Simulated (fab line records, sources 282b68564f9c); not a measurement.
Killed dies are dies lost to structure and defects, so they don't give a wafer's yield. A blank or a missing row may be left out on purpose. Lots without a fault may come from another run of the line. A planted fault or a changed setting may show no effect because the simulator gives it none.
One fault seen from 2 desks | flow rit_cmos | each desk has only its own numbers; what lay behind them comes last

THE TOOL OWNER'S DESK: implanter-03
The tool's own readings at RIT_PLDD_IMPLANT_08: means of the sampled wafers that have a number, for each lot that ran on this tool. A lot is out of limits, marked OUT, if its mean lies more than 4 standard deviations from the usual mean; the brackets give that distance.
Columns: A = tilt_deg at RIT_PLDD_IMPLANT_08, usual 7.001 degrees
lot  | first seen here | A
L403 | day 3 04:11     | 6.990
L404 | day 3 06:50     | 6.991
L407 | day 4 01:27     | 6.997
L408 | day 4 06:46     | 7.593 (+25) OUT
L409 | day 4 10:08     | 7.562 (+23) OUT
L410 | day 4 19:29     | 7.578 (+24) OUT
L423 | day 7 06:08     | 7.003
L425 | day 7 16:26     | 6.985
This desk's finding: out of limits on L408, L409, L410; first on L408, day 4 06:46 (tilt_deg at RIT_PLDD_IMPLANT_08). In limits: L403, L404, L407, L423, L425.

THE METROLOGY DESK
What the gauges read, lot by lot, whatever tool the lot ran on: means of the sampled wafers that have a number. A lot is out of limits, marked OUT, if its mean lies more than 4 standard deviations from the usual mean; the brackets give that distance.
Columns: A = NWELL_OVL at RIT_NWELL_OVL_MEAS_06, usual 0.1 nm; B = PLDD_OVL at RIT_PLDD_OVL_MEAS_06, usual -2.2 nm; C = PLDD_RS at RIT_SDANNEAL_RS_MEAS_06, usual 178.5 ohm/sq
lot  | first seen here | A    | B    | C
L402 | day 1 22:57     | -0.3 | -0.1 | 178.3
L403 | day 2 02:56     | 0.1  | -0.1 | 178.5
L404 | day 2 06:51     | 0.2  | -1.7 | 178.0
L405 | day 2 12:25     | -1.0 | -1.9 | 178.1
L407 | day 2 23:34     | -0.5 | -1.9 | 178.9
L408 | day 3 05:28     | 0.3  | -2.0 | -
L409 | day 3 08:56     | 1.8  | -1.9 | -
L410 | day 3 13:57     | 0.1  | -2.0 | -
L419 | day 5 13:07     | 2.6  | -3.1 | 178.7
L420 | day 5 16:16     | 0.1  | -4.1 | 178.2
L421 | day 5 21:55     | 1.0  | -2.3 | 178.8
L422 | day 6 03:32     | 0.1  | 0.2  | 178.5
L423 | day 6 06:59     | 0.9  | -1.5 | 178.3
L424 | day 6 11:55     | 0.8  | -2.3 | 177.8
L425 | day 6 18:24     | -0.0 | -3.2 | 178.5
This desk's finding: nothing out of limits on any of the 15 lots.

PUT TOGETHER
The tool owner's desk could have raised an alarm at day 4 06:46, on L408, L409, L410.
The metrology desk saw nothing out of limits.
The metrology desk has L408, L409, L410 on record, within its limits.
Of the lots named, all ran RIT_PLDD_IMPLANT_08 on implanter-03.

WHAT THE SIMULATOR HAD PUT IN
Process parameter drift: implanter-03, from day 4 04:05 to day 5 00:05, at RIT_PLDD_IMPLANT_08. Setting tilt_deg, moved by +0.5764, from 7. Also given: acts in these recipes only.
Lots struck among those shown: L408, L409, L410.
Hours from the fault's start to each desk's first reading out of limits: the tool owner's desk, 3.
